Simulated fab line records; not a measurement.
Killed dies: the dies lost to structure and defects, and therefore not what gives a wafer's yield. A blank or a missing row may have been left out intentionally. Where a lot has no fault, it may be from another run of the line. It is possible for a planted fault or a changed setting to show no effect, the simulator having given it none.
fab line records -- flow rit_cmos
record lots=5, wafers=15, last_day=7
route steps=202 shown ACTIVE@19 FOX1@20 FOX2@23 NWELL@28
lots untouched by any fault: they come from a run of this same line in which no faults occurred
start_h: start of the lot's first displayed wafer, in hours after the record's first day -- wait_h: time in hours since the lot's previous step -- " unchanged from the row above -- L1.1+2: several wafers, shown together as one row -- - either no value or no given start -- * or withheld: withheld -- < > ~ a bound
route shown NAME@n: a module of which the file shows steps, and the number in the route of the first -- usual: mean/standard deviation of fault-free wafers -- same: alike in all rows -- chamber/n: place in a boat -- sites: each site's reading -- _std_site: the values' standard deviation -- _edge_site: mean of outer sites minus mean of inner sites -- radius_mm: how far each site lies from the wafer's centre -- mask NAME#n: copy n -- behind: the tool/chamber that last shaped the wafer -- hold: cause of the lot's hold/its duration in hours/its outcome -- device: the n, p or np transistor that did not switch -- end of line: the route-end tests of the same wafers -- a step without rows: its recipe alone -- killed: count of dies lost to structure and defects at first sort (not the wafer's yield) -- map: per-die view of a wafer (x killed, . not killed, _ where there is no die)
set.NAME: setting as actually run; set.NAME@STEP: the setting as run at that earlier step -- model.NAME: the simulator's own value behind a step, which no gauge read
lots at some steps of the route; a table a step, a row a wafer
services: the hour from which a tool's chamber was out of use, counted from the record's first day as start_h (under 0 if before that day), plus the number of hours and why
## steps
# step RIT_ACTIVE_CLEAN_17
# recipe chemistry=SC2, mix=3:3:50, time_s=600, temp_c=75, dry=n2_spin
# usual temp_c=74.98/0.11
lot.wafer,tool,chamber,start_h,wait_h,temp_c
L082.1,wet_bench-03,1,57.28,0.0,74.89
L082.4,wet_bench-03,1,57.28,0.0,74.91
L082.5,wet_bench-03,1,57.28,0.0,74.90
L084.1,wet_bench-03,2,66.58,0.0,74.93
L084.2,wet_bench-03,2,66.58,0.0,74.75
L084.5,wet_bench-03,2,66.58,0.0,74.85
L086.2,wet_bench-03,0,79.87,0.0,74.94
L086.4,wet_bench-03,0,79.87,0.0,75.00
L086.6,wet_bench-03,0,79.87,0.0,75.05
L088.2,wet_bench-01,3,86.10,0.0,74.90
L088.4,wet_bench-01,3,86.10,0.0,75.15
L088.6,wet_bench-01,3,86.10,0.0,75.04
L094.1,wet_bench-02,0,116.49,0.0,75.07
L094.2,wet_bench-02,0,116.49,0.0,75.12
L094.3,wet_bench-02,0,116.49,0.0,75.18
# step RIT_FOX1_OXIDATION_00
# recipe temp_c=1100, ambient=H2O, target_thk_a=3507, p_h2o_torr=720, ox_time_s=1130
# usual ox_temp_c_max=1105.1/1.4, spike_tc_load_C=1128.2/1.8, zone_power_centre_pct=51/7.1
lot.wafer,tool,chamber,start_h,wait_h,ox_temp_c_max,spike_tc_load_C,zone_power_centre_pct
L082.1,furnace-03,0,57.57,0.1,1104.7,1128.2,44
L082.4,furnace-03,0,57.57,0.1,1108.1,1128.3,45
L082.5,furnace-03,0,57.57,0.1,1105.4,1129.9,45
L084.1,furnace-04,0,71.03,4.3,1103.4,1126.3,54
L084.2,furnace-04,0,71.03,4.3,1104.1,1128.1,53
L084.5,furnace-04,0,71.03,4.3,1103.3,1127.4,53
L086.2,furnace-04,0,80.79,0.7,1104.7,1128.0,54
L086.4,furnace-04,0,80.79,0.7,1103.7,1128.1,54
L086.6,furnace-04,0,80.79,0.7,1102.5,1127.0,54
L088.2,furnace-04,0,89.12,2.8,1103.1,1128.9,53
L088.4,furnace-04,0,89.12,2.8,1101.4,1126.9,53
L088.6,furnace-04,0,89.12,2.8,1103.4,1128.3,53
L094.1,furnace-01,0,116.71,0.0,1106.4,1125.3,62
L094.2,furnace-01,0,116.71,0.0,1106.8,1125.5,63
L094.3,furnace-01,0,116.71,0.0,1105.9,1125.5,63
# step RIT_FOX1_THK_MEAS_01
# recipe reads=SiO2_of_FOX1_OXIDATION_00
# usual FOX1_OXIDE_THK=354/7
lot.wafer,tool,chamber,start_h,wait_h,FOX1_OXIDE_THK[nm]
L082.1,film_metro-04,-,58.89,0.0,353
L082.4,film_metro-04,-,58.89,0.0,355
L082.5,film_metro-04,-,58.89,0.0,355
L084.1,film_metro-01,-,72.34,0.0,361
L084.2,film_metro-01,-,72.34,0.0,361
L084.5,film_metro-01,-,72.34,0.0,360
L086.2,film_metro-02,-,82.11,0.0,362
L086.4,film_metro-02,-,82.11,0.0,362
L086.6,film_metro-02,-,82.11,0.0,356
L088.2,film_metro-04,-,90.44,0.0,360
L088.4,film_metro-04,-,90.44,0.0,353
L088.6,film_metro-04,-,90.44,0.0,359
L094.1,film_metro-04,-,118.03,0.0,349
L094.2,film_metro-04,-,118.03,0.0,347
L094.3,film_metro-04,-,118.03,0.0,345
# step RIT_FOX1_WET_ETCH_02
# recipe chemistry=BOE, target_depth_nm=350, time_s=390, temp_c=21.5, dry=n2_spin, dilution=10:1, target=SiO2
# usual temp_c=21.51/0.11
lot.wafer,tool,chamber,start_h,wait_h,temp_c
L082.1,wet_bench-04,0,58.95,0.1,21.47
L082.4,wet_bench-04,0,58.95,0.1,21.50
L082.5,wet_bench-04,0,58.95,0.1,21.46
L084.1,wet_bench-04,0,72.40,0.1,21.52
L084.2,wet_bench-04,0,72.40,0.1,21.56
L084.5,wet_bench-04,0,72.40,0.1,21.49
L086.2,wet_bench-04,3,82.16,0.0,21.60
L086.4,wet_bench-04,3,82.16,0.0,21.63
L086.6,wet_bench-04,3,82.16,0.0,21.52
L088.2,wet_bench-02,2,90.49,0.0,21.47
L088.4,wet_bench-02,2,90.49,0.0,21.45
L088.6,wet_bench-02,2,90.49,0.0,21.47
L094.1,wet_bench-04,3,118.09,0.1,21.41
L094.2,wet_bench-04,3,118.09,0.1,21.38
L094.3,wet_bench-04,3,118.09,0.1,21.41
# step RIT_FOX2_OXIDATION_00
# recipe temp_c=1100, ambient=H2O, target_thk_a=3507, p_h2o_torr=720, ox_time_s=1130
# usual ox_temp_c_max=1105.0/1.3, spike_tc_load_C=1128.0/1.8, zone_power_centre_pct=53/7.4
lot.wafer,tool,chamber,start_h,wait_h,ox_temp_c_max,spike_tc_load_C,zone_power_centre_pct
L082.1,furnace-01,0,60.92,1.9,1107.0,1125.6,62
L082.4,furnace-01,0,60.92,1.9,1107.2,1126.5,62
L082.5,furnace-01,0,60.92,1.9,1107.8,1126.4,62
L084.1,furnace-03,0,76.46,3.9,1104.1,1129.2,46
L084.2,furnace-03,0,76.46,3.9,1103.7,1128.8,45
L084.5,furnace-03,0,76.46,3.9,1106.0,1128.5,45
L086.2,furnace-01,0,82.77,0.5,1108.1,1127.6,63
L086.4,furnace-01,0,82.77,0.5,1107.6,1126.4,63
L086.6,furnace-01,0,82.77,0.5,1106.3,1126.0,63
L088.2,furnace-04,0,90.61,0.0,1104.1,1127.9,53
L088.4,furnace-04,0,90.61,0.0,1103.0,1130.3,53
L088.6,furnace-04,0,90.61,0.0,1104.2,1129.6,53
L094.1,furnace-04,0,118.20,0.0,1103.1,1129.2,53
L094.2,furnace-04,0,118.20,0.0,1103.8,1127.0,53
L094.3,furnace-04,0,118.20,0.0,1104.8,1126.6,53
# step RIT_FOX2_THK_MEAS_01
# recipe reads=SiO2_of_FOX2_OXIDATION_00
# usual FOX2_OXIDE_THK=352/6.2
lot.wafer,tool,chamber,start_h,wait_h,FOX2_OXIDE_THK[nm]
L082.1,film_metro-04,-,62.23,0.0,354
L082.4,film_metro-04,-,62.23,0.0,355
L082.5,film_metro-04,-,62.23,0.0,358
L084.1,film_metro-02,-,77.78,0.0,348
L084.2,film_metro-02,-,77.78,0.0,344
L084.5,film_metro-02,-,77.78,0.0,351
L086.2,film_metro-04,-,84.09,0.0,347
L086.4,film_metro-04,-,84.09,0.0,347
L086.6,film_metro-04,-,84.09,0.0,344
L088.2,film_metro-02,-,91.93,0.0,358
L088.4,film_metro-02,-,91.93,0.0,358
L088.6,film_metro-02,-,91.93,0.0,353
L094.1,film_metro-03,-,119.52,0.0,364
L094.2,film_metro-03,-,119.52,0.0,358
L094.3,film_metro-03,-,119.52,0.0,351
# step RIT_FOX2_CLEAN_02
# recipe chemistry=dHF, dilution=50:1, time_s=180
lot.wafer,tool,chamber,start_h,wait_h
L082.1+4+5,wet_bench-04,1,62.29,0.1
L084.1+2+5,wet_bench-04,0,77.84,0.1
L086.2+4+6,wet_bench-04,2,84.14,0.0
L088.2+4+6,wet_bench-04,1,91.98,0.0
L094.1+2+3,wet_bench-04,0,119.58,0.1
# step RIT_FOX2_WET_ETCH_03
# recipe chemistry=H3PO4, target=Si3N4, target_depth_nm=195, temp_c=165, time_s=2700
# usual temp_c=165.01/0.16
lot.wafer,tool,chamber,start_h,wait_h,temp_c
L082.1,wet_bench-03,2,62.35,0.0,165.04
L082.4,wet_bench-03,2,62.35,0.0,164.70
L082.5,wet_bench-03,2,62.35,0.0,164.80
L084.1,wet_bench-03,0,77.90,0.0,165.07
L084.2,wet_bench-03,0,77.90,0.0,164.83
L084.5,wet_bench-03,0,77.90,0.0,165.20
L086.2,wet_bench-03,0,84.20,0.0,164.93
L086.4,wet_bench-03,0,84.20,0.0,164.92
L086.6,wet_bench-03,0,84.20,0.0,164.98
L088.2,wet_bench-01,3,92.05,0.0,165.04
L088.4,wet_bench-01,3,92.05,0.0,165.01
L088.6,wet_bench-01,3,92.05,0.0,164.97
L094.1,wet_bench-01,2,119.63,0.0,164.93
L094.2,wet_bench-01,2,119.63,0.0,164.83
L094.3,wet_bench-01,2,119.63,0.0,164.93
# step RIT_FOX2_THK_MEAS_90
# recipe reads=SiO2_of_FOX2_OXIDATION_00
# usual FIELD_OXIDE_LEFT_1_THK=324/6.2
lot.wafer,tool,chamber,start_h,wait_h,FIELD_OXIDE_LEFT_1_THK[nm]
L082.1,film_metro-04,-,63.11,0.0,327
L082.4,film_metro-04,-,63.11,0.0,327
L082.5,film_metro-04,-,63.11,0.0,331
L084.1,film_metro-04,-,78.66,0.0,321
L084.2,film_metro-04,-,78.66,0.0,317
L084.5,film_metro-04,-,78.66,0.0,324
L086.2,film_metro-02,-,84.97,0.0,319
L086.4,film_metro-02,-,84.97,0.0,320
L086.6,film_metro-02,-,84.97,0.0,316
L088.2,film_metro-04,-,92.81,0.0,330
L088.4,film_metro-04,-,92.81,0.0,330
L088.6,film_metro-04,-,92.81,0.0,325
L094.1,film_metro-03,-,120.39,0.0,337
L094.2,film_metro-03,-,120.39,0.0,331
L094.3,film_metro-03,-,120.39,0.0,324
# step RIT_NWELL_HMDS_00
# recipe prime_time_s=60, prime_temp_c=140
lot.wafer,tool,chamber,start_h,wait_h
L082.1+4+5,litho_track-02,0,63.17,0.1
L084.1+2+5,litho_track-02,0,78.72,0.1
L086.2+4+6,litho_track-02,0,85.04,0.1
L088.2+4+6,litho_track-02,0,92.89,0.1
L094.1+2+3,litho_track-01,0,120.45,0.1
# step RIT_NWELL_COAT_01
# recipe resist=NOVOLAK, spin_rpm=2000, resist_thk_nm=1300
lot.wafer,tool,chamber,start_h,wait_h
L082.1+4+5,litho_track-02,0,63.32,0.1
L084.1+2+5,litho_track-02,0,78.87,0.1
L086.2+4+6,litho_track-02,0,85.19,0.1
L088.2+4+6,litho_track-02,0,93.04,0.1
L094.1+2+3,litho_track-01,0,120.60,0.1
# step RIT_NWELL_SOFTBAKE_02
# recipe resist=NOVOLAK, temp_c=90, time_s=60
lot.wafer,tool,chamber,start_h,wait_h
L082.1+4+5,litho_track-02,0,63.47,0.1
L084.1+2+5,litho_track-02,0,79.02,0.1
L086.2+4+6,litho_track-02,0,85.34,0.1
L088.2+4+6,litho_track-02,0,93.19,0.1
L094.1+2+3,litho_track-01,0,120.75,0.1
# step RIT_NWELL_EXPOSE_03
# recipe mask_id=M2, na=0.57, target_cd_nm=43900, dose_mj=250
lot.wafer,tool,chamber,start_h,wait_h,mask
L082.1+4+5,iline_stepper-02,0,63.75,0.2,M2#0
L084.1+2+5,iline_stepper-02,0,79.29,0.2,M2#0
L086.2+4+6,iline_stepper-01,0,85.61,0.2,M2#0
L088.2+4+6,iline_stepper-01,0,93.46,0.2,M2#0
L094.1+2+3,iline_stepper-01,0,120.90,0.1,M2#0
# step RIT_NWELL_PEB_04
# recipe resist=NOVOLAK, temp_c=withheld, time_s=withheld
lot.wafer,tool,chamber,start_h,wait_h
L082.1+4+5,litho_track-01,0,63.86,0.1
L084.1+2+5,litho_track-03,0,79.41,0.1
L086.2+4+6,litho_track-03,0,85.73,0.1
L088.2+4+6,litho_track-02,0,93.58,0.1
L094.1+2+3,litho_track-03,0,121.02,0.1
# step RIT_NWELL_DEVELOP_05
# recipe resist=NOVOLAK, develop_time_s=68, dev_temp_c=23
lot.wafer,tool,chamber,start_h,wait_h
L082.1+4+5,litho_track-01,0,-,-
L084.1+2+5,litho_track-03,0,-,-
L086.2+4+6,litho_track-03,0,-,-
L088.2+4+6,litho_track-02,0,-,-
L094.1+2+3,litho_track-03,0,-,-
# step RIT_NWELL_OVL_MEAS_06
# usual NWELL_OVL=0.6/1.3
lot.wafer,tool,chamber,start_h,wait_h,NWELL_OVL[nm]
L082.1,overlay-02,-,64.18,-,-0.9
L082.4,overlay-02,-,64.18,-,-0.5
L082.5,overlay-02,-,64.18,-,-2.4
L084.1,overlay-01,-,79.72,-,1.0
L084.2,overlay-01,-,79.72,-,0.3
L084.5,overlay-01,-,79.72,-,0.1
L086.2,overlay-02,-,86.03,-,1.5
L086.4,overlay-02,-,86.03,-,-0.5
L086.6,overlay-02,-,86.03,-,0.3
L088.2,overlay-02,-,93.87,-,1.6
L088.4,overlay-02,-,93.87,-,1.9
L088.6,overlay-02,-,93.87,-,2.8
L094.1,overlay-02,-,121.33,-,3.4
L094.2,overlay-02,-,121.33,-,2.6
L094.3,overlay-02,-,121.33,-,1.2
## services
tool,chamber,start_h,hours,kind
furnace-03,-,65.29,9.2,pm
iline_stepper-01,-,75.03,0.8,repair
## key
fault none
